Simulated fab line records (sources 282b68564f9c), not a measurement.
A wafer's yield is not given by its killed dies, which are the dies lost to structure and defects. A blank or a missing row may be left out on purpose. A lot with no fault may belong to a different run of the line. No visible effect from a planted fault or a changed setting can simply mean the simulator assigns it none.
A lot that was struck, set against a sound lot    flow rit-cmos    15 out of 202 route steps
Sound: wafers L337.2, L337.3, L337.6. Struck: wafers L346.1, L346.2, L346.4. The cause is given at the end.
At each step with rows: each side's tool, then ch and its chambers, then its first start. Under that, the readings that differ: sound wafers    struck wafers    difference of the means    sigmas: that difference in standard deviations of wafers without a fault.
alike: same words and numbers on both sides, and readings whose means sit less than 2 such deviations apart. not compared: any withheld reading, any reading some wafer has no value for, any bound like >300 that may hide the same value, and any number with overlapping values for which the record gives no deviation.
A row with sigmas, a row that says differs or no value, or rows on one side alone: a step with any of these is where the two part. When numbers do not overlap yet have no deviation, they are printed without sigmas and do not part them. Lack of a reading on every wafer of one side parts them only where that side has two or more wafers.

first, 5 steps without rows for these wafers: RIT_M1_COAT_04 (resist thk 1300 nm); RIT_M1_SOFTBAKE_05 (time 60 s); RIT_M1_EXPOSE_06 (exposes mask M12, target cd 2600 nm); RIT_M1_PEB_07; RIT_M1_DEVELOP_08 (develop time 68 s).
RIT_M1_CD_MEAS_09: the cd target is 2600 nm.
  sound: cd-sem-01 at day 4 03:07; struck: cd-sem-01 at day 5 19:08
reading     sound                 struck                difference  sigmas
cd-nm (nm)  2604.0 2601.9 2601.6  2597.2 2599.7 2597.3  -4.4        -2
RIT_M1_OVL_MEAS_10:
  sound: overlay-02 at day 4 03:13; struck: overlay-01 at day 5 19:15
  alike: M1_OVL
then, 1 step without rows for these wafers: RIT_M1_HARDBAKE_11 (time 120 s).
RIT_M1_METAL_ETCH_12: etches Al in Cl2/BCl3, stops on SiO2, time 165 s, target depth 600 nm.
  sound on rie-metal-02 ch 0,1, day 4 03:30; struck on rie-metal-02 ch 0,1, day 5 19:37
  alike: drypump-motor-current-A, oes-product-au, throttle-valve-pct
  not compared: rf-hours-counter-h
then, 1 step without rows for these wafers: RIT_M1_STRIP_13 (strips in nmp, time 600 s).
RIT_M1_STRIP_14: strips in O2, time 180 s.
  sound on plasma-asher-04 ch 0,1, day 4 03:50; struck on plasma-asher-04 ch 0,1, day 5 19:58
  alike: drypump-motor-current-A
  not compared: rf-hours-counter-h
RIT_M1_CD_MEAS_90: the cd target is 2600 nm.
  sound: cd-sem-02 at day 4 04:02; struck: cd-sem-01 at day 5 20:08
  alike: cd-nm
RIT_M1_ANNEAL_15: time 1800 s.
  sound on furnace-02 ch 0, day 4 04:08; struck on furnace-02 ch 0, day 5 20:16
reading                    sound                 struck                difference  sigmas
spike-tc-centre-C (C)      453.3 453.9 453.7     498.1 497.5 498.7     +44.5       +45
spike-tc-load-C (C)        468.8 469.6 469.4     514.5 515.6 514.8     +45.7       +42
spike-tc-source-C (C)      470.5 469.8 470.0     516.0 515.3 515.0     +45.3       +45
tube-center-temp-C (C)     450.04 450 449.97     494.97 494.99 495     +44.98      +99 or more
tube_center_temp_C_max     451.08 451.45 451.05  496.27 495.98 496.25  +44.97      +99 or more
zone-power-centre-pct (%)  20.00 20.15 20.06     22.37 22.43 22.56     +2.38       +12
zone-power-load-pct (%)    6.84 6.81 6.69        7.79 7.68 7.87        +1.00       +14
zone-power-source-pct (%)  7.21 7.13 7.22        8.52 8.46 8.44        +1.29       +17
RIT_M1_BOW_MEAS_16:
  sound: film-metro-04 at day 4 05:39; struck: film-metro-02 at day 5 21:46
  alike: M1_BOW
RIT_M1_PROBE_99:
  sound: prober-01 at day 4 05:48; struck: prober-02 at day 5 21:53
reading                                     sound              struck             difference  sigmas
model.etest.tester.sort-n-pass              262 253 257        0 0 0              -257        
model.etest.tester.sort_bin_3_pct (%)       0 0 0              98.11 97.73 98.48  +98.11      
model.etest.tester.sort-yield-pct (%)       99.24 95.83 97.35  0 0 0              -97         
model.etest.nmos-turned.short               0 0 0              1 1 1              +1          
model.etest.retro-edge-pmos.over-limit      0 0 0              1 1 1              +1          
model.etest.antenna-poly.short              0 0 0              1 1 1              +1          
model.etest.contact-diode-array.over-limit  0 0 0              1 1 1              +1          
model.etest.gate-end-array.over-limit       0 0 0              1 1 1              +1          
  alike: defect-limited-yield, killed-at-contacts, killed-at-front-end, killed-dies, killed-open, killed-short

== WHERE THEY PART ==
At RIT_M1_CD_MEAS_09 first; at RIT_M1_ANNEAL_15 last (within this record only). Later steps at which nothing parts them and some readings are alike: RIT_M1_BOW_MEAS_16, RIT_M1_PROBE_99.

WHY: what the simulator had put in
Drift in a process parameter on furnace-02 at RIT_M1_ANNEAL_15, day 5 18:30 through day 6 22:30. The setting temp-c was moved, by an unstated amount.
